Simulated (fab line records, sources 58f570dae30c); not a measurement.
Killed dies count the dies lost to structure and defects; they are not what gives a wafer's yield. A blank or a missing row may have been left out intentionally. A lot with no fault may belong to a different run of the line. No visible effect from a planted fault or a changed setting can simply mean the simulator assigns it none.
Which of the tools did it? || flow berkeleyCmos170 || 14 lots with 42 wafers sampled at 2 steps, on a route of 331 steps

WHAT THE GAUGES READ, wafer by wafer
UCB170_PVT_OVL_MEAS_06. Usual: PVT_OVL gives -3 nm (standard deviation 5.6).
{"lot": "L850", "measured": "day 5 09:35", "on": "overlay-02", "PVT_OVL (nm)": "-5 -2 3", "flag": ""}
{"lot": "L852", "measured": "day 5 22:32", "on": "overlay-01", "PVT_OVL (nm)": "1 1 7", "flag": ""}
{"lot": "L853", "measured": "day 6 07:08", "on": "overlay-02", "PVT_OVL (nm)": "0 -2 4", "flag": ""}
{"lot": "L855", "measured": "day 6 15:33", "on": "overlay-01", "PVT_OVL (nm)": "-7 -1 -4", "flag": ""}
{"lot": "L854", "measured": "day 6 15:49", "on": "overlay-01", "PVT_OVL (nm)": "-4 3 -7", "flag": ""}
{"lot": "L856", "measured": "day 7 04:19", "on": "overlay-02", "PVT_OVL (nm)": "-4 2 -6", "flag": ""}
{"lot": "L858", "measured": "day 7 13:24", "on": "overlay-02", "PVT_OVL (nm)": "-7 -12 -7", "flag": ""}
{"lot": "L857", "measured": "day 7 15:21", "on": "overlay-02", "PVT_OVL (nm)": "-13 -14 -13", "flag": ""}
{"lot": "L867", "measured": "day 9 09:16", "on": "overlay-01", "PVT_OVL (nm)": "-3 0 11", "flag": ""}
{"lot": "L868", "measured": "day 9 09:55", "on": "overlay-01", "PVT_OVL (nm)": "6 7 1", "flag": ""}
{"lot": "L869", "measured": "day 9 09:59", "on": "overlay-02", "PVT_OVL (nm)": "-1 -7 0", "flag": ""}
{"lot": "L871", "measured": "day 10 01:19", "on": "overlay-01", "PVT_OVL (nm)": "2 1 4", "flag": ""}
{"lot": "L870", "measured": "day 10 01:31", "on": "overlay-01", "PVT_OVL (nm)": "-3 -3 -4", "flag": ""}
{"lot": "L872", "measured": "day 10 01:40", "on": "overlay-01", "PVT_OVL (nm)": "-8 -15 -5", "flag": ""}

UCB170_GATE_THK_MEAS_05. Usual: GATE_POLY_THK gives 213.4 nm (standard deviation 2.1).
{"lot": "L850", "measured": "day 5 22:47", "on": "filmMetro-02", "GATE_POLY_THK (nm)": "212.8 214.0 210.6", "flag": ""}
{"lot": "L852", "measured": "day 6 10:03", "on": "filmMetro-03", "GATE_POLY_THK (nm)": "209.1 211.5 211.6", "flag": ""}
{"lot": "L853", "measured": "day 6 20:26", "on": "filmMetro-03", "GATE_POLY_THK (nm)": "213.6 214.7 214.2", "flag": ""}
{"lot": "L855", "measured": "day 7 04:16", "on": "filmMetro-04", "GATE_POLY_THK (nm)": "211.1 212.3 212.7", "flag": ""}
{"lot": "L854", "measured": "day 7 04:15", "on": "filmMetro-03", "GATE_POLY_THK (nm)": "215.3 217.2 215.8", "flag": ""}
{"lot": "L856", "measured": "day 7 14:52", "on": "filmMetro-04", "GATE_POLY_THK (nm)": "214.2 215.7 215.9", "flag": ""}
{"lot": "L858", "measured": "day 7 22:39", "on": "filmMetro-04", "GATE_POLY_THK (nm)": "213.5 213.5 212.8", "flag": ""}
{"lot": "L857", "measured": "day 8 03:25", "on": "filmMetro-04", "GATE_POLY_THK (nm)": "211.3 211.8 212.1", "flag": ""}
{"lot": "L867", "measured": "day 9 17:47", "on": "filmMetro-04", "GATE_POLY_THK (nm)": "212.0 212.3 211.8", "flag": ""}
{"lot": "L868", "measured": "day 9 17:44", "on": "filmMetro-03", "GATE_POLY_THK (nm)": "217.2 215.9 215.9", "flag": ""}
{"lot": "L869", "measured": "day 9 17:44", "on": "filmMetro-04", "GATE_POLY_THK (nm)": "217.4 215.2 217.5", "flag": ""}
{"lot": "L871", "measured": "day 10 10:39", "on": "filmMetro-04", "GATE_POLY_THK (nm)": "208.6 211.1 212.6", "flag": ""}
{"lot": "L870", "measured": "day 10 10:42", "on": "filmMetro-02", "GATE_POLY_THK (nm)": "210.6 211.5 210.7", "flag": ""}
{"lot": "L872", "measured": "day 10 10:39", "on": "filmMetro-02", "GATE_POLY_THK (nm)": "213.1 211.8 212.1", "flag": ""}

WHAT TOOL EACH LOT RAN ON (gives the tool, then ch and the chambers of the sampled wafers, and finally the start)
The record holds no process step before these readings.

AS READ BY THE TOOLS THEMSELVES (means over the sampled wafers that have a number; for cases with no such wafer, the mark the record gives instead)
The record holds no such reading with a usual standard deviation.

THE ANSWER, worked out from the rows above alone
Rule: a lot is off if the mean of its wafers that have a number lies more than 3 standard deviations from the usual mean. Also off: a lot with no number at a reading for which 4 or more lots have one. Where the step has rows for the other lots, those lots are counted as sound. First the gauges in route order, then the tools' own readings, where a lot's mean is used as printed above. At the first step where some lot is off, the reading lying furthest off is the one used; lots without a number count as furthest.
No lot is off at any reading shown: from this, nothing can be told.

WHAT THE SIMULATOR PUT IN
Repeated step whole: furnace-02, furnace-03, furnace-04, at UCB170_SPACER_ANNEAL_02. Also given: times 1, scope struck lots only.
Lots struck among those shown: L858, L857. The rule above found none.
